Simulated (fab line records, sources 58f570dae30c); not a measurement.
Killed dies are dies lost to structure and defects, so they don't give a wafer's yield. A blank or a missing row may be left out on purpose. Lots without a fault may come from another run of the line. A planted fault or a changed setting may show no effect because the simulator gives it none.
Which tool did it? | flow berkeley_cmos170 | 15 lots, 45 wafers sampled, at 4 steps of a route of 331

WHAT THE GAUGES READ, wafer by wafer
UCB170_START_THK_MEAS_03. Usual: START_OXIDE_THK 20.1 nm, standard deviation 0.36.
lot  | measured    | on            | START_OXIDE_THK (nm) | flag
L695 | day 1 16:58 | film_metro-03 | 19.5 19.7 19.8       |
L698 | day 2 10:10 | film_metro-03 | 20.4 20.3 20.3       |
L700 | day 2 19:47 | film_metro-01 | 20.5 20.3 20.3       |
L703 | day 3 13:07 | film_metro-02 | 20.7 20.8 21.0       |
L704 | day 3 16:58 | film_metro-03 | 19.6 19.4 20.0       |
L705 | day 4 02:20 | film_metro-02 | 20.6 20.1 20.4       |
L707 | day 4 10:15 | film_metro-03 | 19.9 19.9 19.6       |
L709 | day 4 18:17 | film_metro-03 | 20.2 20.8 19.9       |
L711 | day 5 07:03 | film_metro-03 | 20.2 20.0 20.1       |
L712 | day 5 07:04 | film_metro-01 | 20.3 20.3 20.3       |
L713 | day 5 16:39 | film_metro-01 | 19.5 19.4 19.4       |
L714 | day 5 16:39 | film_metro-03 | 20.0 20.3 20.3       |
L715 | day 6 02:20 | film_metro-03 | 20.0 20.1 20.0       |
L716 | day 6 02:20 | film_metro-02 | 19.8 19.9 19.6       |
L717 | day 6 13:11 | film_metro-03 | 19.8 19.7 19.7       |

UCB170_ACTIVE_THK_MEAS_06. Usual: ACTIVE_NITRIDE_THK 220.3 nm, standard deviation 2.4.
lot  | measured    | on            | ACTIVE_NITRIDE_THK (nm) | flag
L695 | day 4 19:50 | film_metro-03 | 217.2 217.2 217.7       |
L698 | day 5 13:19 | film_metro-03 | 216.7 218.9 216.4       |
L700 | day 6 16:37 | film_metro-01 | 228.1 223.9 226.1       |
L707 | day 7 22:22 | film_metro-01 | 224.4 222.8 223.6       |
L709 | day 8 05:49 | film_metro-03 | 218.9 221.2 218.6       |
L711 | day 8 17:19 | film_metro-02 | 219.1 219.7 220.4       |
L712 | day 8 17:19 | film_metro-01 | 218.1 216.0 219.3       |
L713 | day 8 22:33 | film_metro-01 | 218.3 217.6 218.1       |
L714 | day 8 22:31 | film_metro-02 | 222.6 220.5 220.5       |
L715 | day 8 22:27 | film_metro-02 | 219.7 219.9 219.0       |
L716 | day 8 22:35 | film_metro-02 | 219.3 219.6 219.0       |
L717 | day 9 12:01 | film_metro-02 | 218.9 217.6 220.1       |

WHICH TOOL RAN EACH LOT (tool, then ch and the chambers of the sampled wafers, then the start)
lot  | UCB170_NWELL_WET_ETCH_18       | UCB170_PWELL_STRIP_16
L695 | wet_bench-01 ch 2, day 2 15:05 | plasma_asher-01 ch 0,1, day 3 11:06
L698 | wet_bench-01 ch 2, day 3 03:59 | plasma_asher-01 ch 0,1, day 4 00:58
L700 | wet_bench-01 ch 1, day 3 23:52 | plasma_asher-01 ch 0,1, day 4 20:26
L703 | wet_bench-04 ch 3, day 4 19:35 | -
L704 | wet_bench-01 ch 1, day 4 19:48 | -
L705 | wet_bench-04 ch 3, day 5 00:40 | -
L707 | wet_bench-01 ch 0, day 5 15:49 | plasma_asher-03 ch 0,1, day 6 15:38
L709 | wet_bench-02 ch 0, day 6 00:41 | plasma_asher-03 ch 0,1, day 6 21:19
L711 | wet_bench-01 ch 1, day 6 15:07 | plasma_asher-01 ch 0,1, day 7 08:50
L712 | wet_bench-02 ch 3, day 6 14:58 | plasma_asher-04 ch 0,1, day 7 09:06
L713 | wet_bench-01 ch 2, day 6 19:43 | plasma_asher-04 ch 0,1, day 7 17:09
L714 | wet_bench-01 ch 0, day 6 19:43 | plasma_asher-03 ch 0,1, day 7 16:46
L715 | wet_bench-04 ch 3, day 7 02:20 | plasma_asher-01 ch 0,1, day 7 20:41
L716 | wet_bench-04 ch 1, day 7 02:20 | plasma_asher-03 ch 0,1, day 7 20:46
L717 | wet_bench-01 ch 3, day 7 08:39 | plasma_asher-04 ch 0,1, day 8 05:32
- UCB170_NWELL_WET_ETCH_18: etches Si3N4 in H3PO4, time 14400 s.
- UCB170_PWELL_STRIP_16: strips in O2.

WHAT THE TOOLS THEMSELVES READ (means of the sampled wafers that have a number; where no wafer has one, the mark that the record gives instead)
UCB170_NWELL_WET_ETCH_18. Usual: bath_guard_temp_C 160.0 C, standard deviation 0.57; bath_heat_duty_pct 27.4 %, standard deviation 2.7.
lot  | tool         | bath_guard_temp_C (C) | bath_heat_duty_pct (%) | flag
L695 | wet_bench-01 | 160.6                 | 27.8                   |
L698 | wet_bench-01 | 160.5                 | 26.6                   |
L700 | wet_bench-01 | 159.1                 | 27.7                   |
L703 | wet_bench-04 | -                     | -                      | OFF
L704 | wet_bench-01 | -                     | -                      | OFF
L705 | wet_bench-04 | -                     | -                      | OFF
L707 | wet_bench-01 | 160.4                 | 27.7                   |
L709 | wet_bench-02 | 159.8                 | 30.6                   |
L711 | wet_bench-01 | 159.0                 | 28.2                   |
L712 | wet_bench-02 | 159.6                 | 24.9                   |
L713 | wet_bench-01 | 160.3                 | 26.3                   |
L714 | wet_bench-01 | 160.4                 | 27.8                   |
L715 | wet_bench-04 | 159.5                 | 32.4                   |
L716 | wet_bench-04 | 160.6                 | 26.0                   |
L717 | wet_bench-01 | 160.5                 | 26.2                   |

UCB170_PWELL_STRIP_16. Usual: chamber_pressure_mTorr 3500 mTorr, standard deviation 3.5; drypump_motor_current_A 5.6 A, standard deviation 0.35; oes_product_au 0.721 a.u., standard deviation 0.0042; strip_time_to_endpoint_s 18.10 s, standard deviation 0.079.
lot  | tool            | chamber_pressure_mTorr (mTorr) | drypump_motor_current_A (A) | oes_product_au (a.u.) | strip_time_to_endpoint_s (s) | flag
L695 | plasma_asher-01 | 3498                           | 6.0                         | 0.719                 | 18.15                        |
L698 | plasma_asher-01 | 3498                           | 6.0                         | 0.722                 | 18.22                        |
L700 | plasma_asher-01 | 3501                           | 5.9                         | 0.725                 | 18.16                        |
L707 | plasma_asher-03 | 3501                           | 5.8                         | 0.722                 | 18.05                        |
L709 | plasma_asher-03 | 3503                           | 5.7                         | 0.725                 | 17.99                        |
L711 | plasma_asher-01 | 3499                           | 5.9                         | 0.725                 | 18.07                        |
L712 | plasma_asher-04 | 3499                           | 5.2                         | 0.718                 | 18.06                        |
L713 | plasma_asher-04 | 3502                           | 5.2                         | 0.719                 | 18.15                        |
L714 | plasma_asher-03 | 3500                           | 5.8                         | 0.720                 | 18.17                        |
L715 | plasma_asher-01 | 3500                           | 5.9                         | 0.716                 | 18.02                        |
L716 | plasma_asher-03 | 3499                           | 5.8                         | 0.724                 | 18.14                        |
L717 | plasma_asher-04 | 3500                           | 5.3                         | 0.721                 | 18.04                        |

THE ANSWER, worked out from the rows above alone
Rule: a lot is off if the mean of its wafers that have a number lies more than 3 standard deviations from the usual mean. A lot without any number at a reading at which 4 lots or more have one is off too. The other lots that the step has rows for count as sound. The gauges are gone through in route order, then the tools' own readings, and for those a lot's mean is taken as printed above. The first step at which some lot is off is used, and at that step the reading that is off furthest; a lot without a number counts as furthest.
Off: L703, L704, L705, at UCB170_NWELL_WET_ETCH_18 (bath_guard_temp_C). Without a number there: L703, L704, L705.
A tool fits if, at that step or a process step before it, it ran every lot that is off, and no sound lot after the first of them. None of those tried fits.

WHAT THE SIMULATOR HAD PUT IN
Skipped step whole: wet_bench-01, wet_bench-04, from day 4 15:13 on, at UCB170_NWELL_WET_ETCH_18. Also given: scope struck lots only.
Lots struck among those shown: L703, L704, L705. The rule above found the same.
